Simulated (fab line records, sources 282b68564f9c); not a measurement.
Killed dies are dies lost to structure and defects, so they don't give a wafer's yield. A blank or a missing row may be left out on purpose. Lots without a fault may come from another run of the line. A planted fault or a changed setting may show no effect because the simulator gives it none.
Split-lot experiment | flow rit_cmos | 5 lots, 23 wafers read, on a route of 202 steps

THE SPLIT
At RIT_GATE_DEVELOP_15 (develop time 50 s), the setting dev_temp_c was moved away from the recipe's 23 C on 10 of the 23 wafers read, by -8.4% to +5.4%. The other wafers ran this setting at the recipe's value.

FROM THE SPLIT TO THE READING: what the file shows between them, 12 steps
- RIT_NLDD_COAT_01: resist thk 1000 nm (also split here: resist_thk_nm)
- RIT_NLDD_HARDBAKE_07: time 60 s (also split here: temp_c)
- RIT_PLDD_COAT_01: resist thk 1000 nm (also split here: spin_rpm)
- RIT_PLDD_SOFTBAKE_02: time 60 s
- RIT_PLDD_EXPOSE_03: exposes mask M8, target cd 40900 nm
- RIT_PLDD_DEVELOP_05: develop time 50 s
- RIT_PLDD_HARDBAKE_07: time 60 s
- RIT_SILICIDE_WET_ETCH_00: etches SiO2 in BOE, target depth 14 nm, time 15 s (also split here: time_s)
- RIT_M1_COAT_04: resist thk 1300 nm (also split here: spin_rpm)
- RIT_M1_HARDBAKE_11: time 120 s (also split here: temp_c)
- RIT_M1_METAL_ETCH_12: etches Al in Cl2/BCl3, stops on SiO2, time 165 s, target depth 600 nm
- RIT_M1_ANNEAL_15: time 1800 s (also split here: temp_c)

THE READING
etest.pmos_0p15.drive_ua_um (the simulator's own value, which no gauge read), at RIT_M1_PROBE_99. The file gives no usual value for it. The 13 wafers here that ran the recipe average 267.1, standard deviation 14.

wafer  | tool, chamber at the split | dev_temp_c as run, C | against the recipe | etest.pmos_0p15.drive_ua_um | against lot-mates on the recipe
L074.1 | litho_track-04, 0          | 23                   | recipe             | 255.2                       | -
L074.2 | litho_track-04, 0          | 22.05                | -4.1%              | 273.3                       | +16.4
L074.3 | litho_track-04, 0          | 22.05                | -4.1%              | 276.8                       | +19.9
L074.5 | litho_track-04, 0          | 23                   | recipe             | 255.1                       | -
L074.6 | litho_track-04, 0          | 23                   | recipe             | 260.4                       | -
L075.2 | litho_track-04, 0          | 23                   | recipe             | 280.4                       | -
L075.3 | litho_track-04, 0          | 24.25                | +5.4%              | 266.3                       | -17.0
L075.4 | litho_track-04, 0          | 23                   | recipe             | 284.5                       | -
L075.5 | litho_track-04, 0          | 24.25                | +5.4%              | 264.6                       | -18.7
L075.6 | litho_track-04, 0          | 23                   | recipe             | 284.9                       | -
L083.2 | litho_track-04, 0          | 23                   | recipe             | 283.9                       | -
L083.3 | litho_track-04, 0          | 23                   | recipe             | 288.6                       | -
L083.4 | litho_track-04, 0          | 21.89                | -4.8%              | 315.4                       | +29.1
L083.5 | litho_track-04, 0          | 21.89                | -4.8%              | 309.7                       | +23.4
L083.6 | litho_track-04, 0          | 21.89                | -4.8%              | 303.4                       | +17.1
L084.1 | litho_track-03, 0          | 23                   | recipe             | 255.7                       | -
L084.2 | litho_track-03, 0          | 21.06                | -8.4%              | 299.3                       | +42.1
L084.3 | litho_track-03, 0          | 21.06                | -8.4%              | 293.1                       | +35.9
L084.4 | litho_track-03, 0          | 21.06                | -8.4%              | 290.2                       | +33.0
L084.5 | litho_track-03, 0          | 23                   | recipe             | 258.7                       | -
L085.2 | litho_track-03, 0          | 23                   | recipe             | 259.5                       | -
L085.4 | litho_track-03, 0          | 23                   | recipe             | 255.2                       | -
L085.6 | litho_track-03, 0          | 23                   | recipe             | 250.5                       | -

THE FIT
A straight line over all 23 wafers: etest.pmos_0p15.drive_ua_um changes by -3.24 for each +1% of dev_temp_c; r = -0.63; the points scatter about the line by 15.
The same after taking each lot's own level away (the mean of its wafers on the recipe; 23 wafers): -4.18 for each +1%; r = -0.98; scatter 3.6.
On that fit, the largest move of dev_temp_c shifts the reading by 35.
The lots' own levels span 255.07 to 286.25, that is 2.2 times the standard deviation above.
So the lot-to-lot level blurs the effect unless lot-mates are compared.
Check: with one of the wafers moved furthest among these (-8.4%) left out of the fit, the line predicts +35.1 for it against its lot-mates. It came out at +42.1 against them.

OTHER SPLITS ON THESE WAFERS
These wafers also went through other splits before the reading. Each is held against what the fit with the lots' levels taken away leaves over:
other split on the same wafers      | wafers away from the commonest value | r with etest.pmos_0p15.drive_ua_um (lot level and that fit taken away)
RIT_ACTIVE_CVD_03 sih2cl2_flow_sccm | 18                                   | +0.18
RIT_FOX2_OXIDATION_00 temp_c        | 18                                   | -0.01
RIT_PWELL_IMPLANT_08 energy_kev     | 7                                    | -0.22
RIT_GATE_WET_ETCH_00 time_s         | 10                                   | -0.12
RIT_NLDD_COAT_01 resist_thk_nm      | 4                                    | +0.24
RIT_NLDD_HARDBAKE_07 temp_c         | 9                                    | -0.02
RIT_PLDD_COAT_01 spin_rpm           | 9                                    | +0.16
RIT_SILICIDE_WET_ETCH_00 time_s     | 15                                   | +0.01
RIT_M1_COAT_04 spin_rpm             | 11                                   | -0.23
RIT_M1_HARDBAKE_11 temp_c           | 6                                    | -0.05
RIT_M1_ANNEAL_15 temp_c             | 15                                   | +0.15

THE WHOLE CHAIN: every reading that the file lists as answering this split, in the file's order
step            | what it does | reading                                                                        | change (the file's fit)           | r (the file's)
RIT_M1_PROBE_99 |              | etest.pmos_turned.r_on_ohm_um (the simulator's own value, which no gauge read) | +37.2 for each +1% of the setting | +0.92
RIT_M1_PROBE_99 |              | etest.pmos_0p15.r_on_ohm_um (the simulator's own value, which no gauge read)   | +40.1 for each +1% of the setting | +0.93
RIT_M1_PROBE_99 |              | etest.nmos_0p3.r_on_ohm_um (the simulator's own value, which no gauge read)    | +12.5 for each +1% of the setting | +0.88
RIT_M1_PROBE_99 |              | etest.nmos_0p15.drive_ua_um (the simulator's own value, which no gauge read)   | -6.65 for each +1% of the setting | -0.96
RIT_M1_PROBE_99 |              | etest.pmos_0p15.drive_ua_um (the simulator's own value, which no gauge read)   | -4.23 for each +1% of the setting | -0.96

THE FILE'S OWN FIT
etest.pmos_0p15.drive_ua_um changes by -4.23 for each +1% of dev_temp_c, r = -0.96.
